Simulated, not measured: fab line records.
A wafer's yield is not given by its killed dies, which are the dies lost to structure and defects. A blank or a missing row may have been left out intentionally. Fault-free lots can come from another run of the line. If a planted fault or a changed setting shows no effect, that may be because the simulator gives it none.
Comparing a struck lot with a sound one ; flow berkeley cmos170 ; 15 steps out of a route of 331
Sound: these wafers, L903.2, L903.3, L903.4. Wafers struck: L916.1, L916.3, L916.5. The cause is named last.
Each step with rows lists, per side, the tool, then ch with its chambers, then its first start. Under that, the readings that differ: sound wafers ; struck wafers ; difference of the means ; sigmas: that difference in standard deviations of wafers without a fault.
alike: same words and numbers on both sides, and readings whose means sit less than 2 such deviations apart. not compared: any withheld reading, any reading some wafer has no value for, any bound like >300 that may hide the same value, and any number with overlapping values for which the record gives no deviation.
Wherever a step has rows on one side only, a row that says differs or no value, or a row with sigmas, the two part there. Non-overlapping numbers with no deviation appear without sigmas and do not part them. A reading missing from all wafers of one side parts the sides only when that side holds two or more wafers.

UCB170_NVT_OVL_MEAS_06:
  sound on overlay-01 at day 6 12:00; struck on overlay-01 at day 8 17:23
  alike: NVT_OVL
after that, 1 step had no rows for these wafers: UCB170_NVT_IMPLANT_07.
UCB170_NVT_STRIP_08: strips in O2.
  sound on plasma asher-01 ch 0,1, day 6 12:11; struck on plasma asher-03 ch 0,1, day 8 17:34
  alike: drypump motor current A, oes product au, strip time to endpoint s
  not compared: rf hours counter h
UCB170_NVT_TW_MEAS_09:
  sound on film metro-01 at day 6 12:17; struck on film metro-01 at day 8 17:40
  alike: NVT_TW
then, 7 steps without rows for these wafers: UCB170_NVT_CLEAN_10 (cleans in SPM, time 600 s); UCB170_PVT_HMDS_00 (prime time 60 s); UCB170_PVT_COAT_01 (resist thk 900 nm); UCB170_PVT_SOFTBAKE_02 (time 60 s); UCB170_PVT_EXPOSE_03 (exposes mask NWELL, target cd 3000 nm); UCB170_PVT_PEB_04; UCB170_PVT_DEVELOP_05 (develop time 45 s).
UCB170_PVT_OVL_MEAS_06:
  sound on overlay-01 at day 6 13:27; struck on overlay-02 at day 8 19:06
  alike: PVT_OVL
UCB170_PVT_IMPLANT_07:
  sound on implanter-04 ch 0, day 6 13:31; struck on implanter-04 ch 0, day 8 19:08
reading;sound;struck;difference;sigmas
tilt deg (degrees);7.053 7.015 7.031;5.592 5.587 5.569;-1.450;-76
UCB170_PVT_STRIP_08: strips in O2.
  sound on plasma asher-04 ch 0,1, day 6 13:38; struck on plasma asher-02 ch 1, day 8 19:17
  alike: drypump motor current A, oes product au, strip time to endpoint s
  not compared: rf hours counter h
-- the record jumps here: 2 days lie between the struck wafers' starts before and after (it left off in module PVT and takes up again in module M3, whose first step shown is number 331 of the route) --
UCB170_M3_PROBE_99:
  record: rows for the struck wafers here (prober-02, day 11 05:14), none for the sound ones

## WHERE THEY PART
First at UCB170_PVT_IMPLANT_07; last, within this record, at UCB170_M3_PROBE_99.

WHY: what the simulator had put in
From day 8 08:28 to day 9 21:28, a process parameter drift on implanter-04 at UCB170_PVT_IMPLANT_07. A move of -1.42 in setting tilt deg, from 7. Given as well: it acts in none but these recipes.
